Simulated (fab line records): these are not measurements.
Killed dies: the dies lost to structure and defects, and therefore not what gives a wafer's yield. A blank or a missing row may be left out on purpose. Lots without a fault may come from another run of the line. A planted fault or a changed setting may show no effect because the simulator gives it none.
The same fault as seen by 2 desks | flow rit_cmos | each desk holds nothing but its own numbers, with what lay behind them at the end

== TOOL OWNER'S DESK, rie_metal-01 ==
The tool's own readings at RIT_M1_METAL_ETCH_12 (etches Al in Cl2/BCl3, stops on SiO2, time 165 s, target depth 600 nm): means of the sampled wafers that have a number, for each lot that ran on this tool. The brackets show how far a lot's mean lies from the usual mean; more than 4 standard deviations puts the lot out of limits, marked OUT.
Columns: A = chamber_pressure_mTorr at RIT_M1_METAL_ETCH_12, usual 100.00 mTorr; B = drypump_motor_current_A at RIT_M1_METAL_ETCH_12, usual 5.6 A; C = oes_product_au at RIT_M1_METAL_ETCH_12, usual 0.769 a.u.; D = throttle_valve_pct at RIT_M1_METAL_ETCH_12, usual 8.32 %
lot  | first seen here | A     | B   | C     | D
L894 | day 3 17:26     | 99.93 | 6.4 | 0.773 | 8.31
L906 | day 6 06:39     | 99.93 | 6.4 | 0.774 | 8.31
Result from this desk: across the 2 lots, nothing is out of limits.

== THE METROLOGY DESK ==
What the gauges read, lot by lot, whatever tool the lot ran on: means of the sampled wafers that have a number. The brackets show how far a lot's mean lies from the usual mean; more than 4 standard deviations puts the lot out of limits, marked OUT.
Columns: A = cd_nm at RIT_M1_CD_MEAS_90, usual 2602.0 nm
lot  | first seen here | A
L892 | day 3 08:28     | 2604.1
L893 | day 3 12:18     | 2601.4
L894 | day 3 17:56     | 2605.3
L895 | day 3 22:53     | 2599.5
L896 | day 4 04:49     | 2599.6
L898 | day 4 14:02     | 2600.8
L906 | day 6 07:11     | 2594.7
L907 | day 6 09:18     | 2601.2
L908 | day 6 16:24     | 2603.2
L909 | day 6 22:45     | 2600.0
L911 | day 7 05:44     | 2604.5
L914 | day 7 22:45     | 2605.4
L915 | day 8 03:19     | 2606.2
Result from this desk: across the 13 lots, nothing is out of limits.

== ALL TOGETHER ==
The desk of the tool owner found nothing out of limits.
Metrology desk: nothing out of limits seen.

== WHAT THE SIMULATOR HAD PUT IN ==
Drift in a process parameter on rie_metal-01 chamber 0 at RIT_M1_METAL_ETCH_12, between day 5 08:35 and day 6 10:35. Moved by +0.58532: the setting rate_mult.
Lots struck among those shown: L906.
